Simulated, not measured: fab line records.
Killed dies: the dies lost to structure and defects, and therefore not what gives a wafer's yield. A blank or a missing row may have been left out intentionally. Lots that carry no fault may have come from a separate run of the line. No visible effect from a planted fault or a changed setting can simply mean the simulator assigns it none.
Which tool is to blame? ; flow rit_cmos ; 30 wafers from 10 lots sampled at 2 of the route's 202 steps

## WHAT THE GAUGES READ, wafer by wafer
RIT_NWELL_OVL_MEAS_06.
lot;measured;on;NWELL_OVL (nm)
L881;day 1 22:23;overlay-01;-1.5 -1.6 -1.1
L882;day 2 03:26;overlay-02;-1.6 -1.9 0.5
L883;day 2 10:23;overlay-02;0.0 1.4 0.0
L884;day 2 13:24;overlay-02;-2.1 -1.6 -2.3
L885;day 2 18:41;overlay-01;-0.7 -0.1 -1.1
L888;day 3 08:29;overlay-02;-153.2 -153.3 -152.7
L889;day 3 15:17;overlay-02;-151.6 -150.6 -151.8
L894;day 4 15:10;overlay-01;-0.9 0.5 -0.9
L897;day 5 06:21;overlay-01;0.0 -1.0 -1.2
L899;day 5 17:00;overlay-01;-2.2 -1.4 -2.3

## TOOL THAT RAN EACH LOT (tool first, then ch and the chambers of the sampled wafers, then the start)
lot;RIT_NWELL_EXPOSE_03
L881;iline_stepper-02 ch 0, day 1 21:57
L882;iline_stepper-01 ch 0, day 2 03:00
L883;iline_stepper-02 ch 0, day 2 09:57
L884;iline_stepper-01 ch 0, day 2 12:59
L885;iline_stepper-02 ch 0, day 2 18:15
L888;iline_stepper-02 ch 0, day 3 08:04
L889;iline_stepper-02 ch 0, day 3 14:52
L894;iline_stepper-01 ch 0, day 4 14:44
L897;iline_stepper-01 ch 0, day 5 05:55
L899;iline_stepper-01 ch 0, day 5 16:32
- RIT_NWELL_EXPOSE_03: exposes mask M2, target cd 43900 nm.

## THE ANSWER, worked out from the rows above alone
Rule: what is usual is taken from the lots themselves. Put in order of their means at a reading, lots are off if they are a third of the lots or fewer, leave a main group of 4 or more, and stand apart from it by a gap of 3 or more times the standard deviation of the main group's means; of several such gaps the widest counts. The tables above print the reading to a certain number of digits; a main group whose means all agree to those digits is not used. A lot without any number at a reading at which 4 lots or more have one is off too. All remaining lots with rows at the step are treated as sound.
Off: at RIT_NWELL_OVL_MEAS_06 (NWELL_OVL), L888, L889. The main group has a mean of -1.0 nm with a standard deviation of 0.77.
If a tool, at a process step before that reading, ran all the lots that are off and no sound lot after the first of them, it fits. Those tools and the gauges at RIT_NWELL_OVL_MEAS_06 are tried in the same way. This does not decide it: 2 tools fit, namely iline_stepper-02 at RIT_NWELL_EXPOSE_03 and overlay-02 at RIT_NWELL_OVL_MEAS_06.

## WHAT HAD BEEN PUT IN BY THE SIMULATOR
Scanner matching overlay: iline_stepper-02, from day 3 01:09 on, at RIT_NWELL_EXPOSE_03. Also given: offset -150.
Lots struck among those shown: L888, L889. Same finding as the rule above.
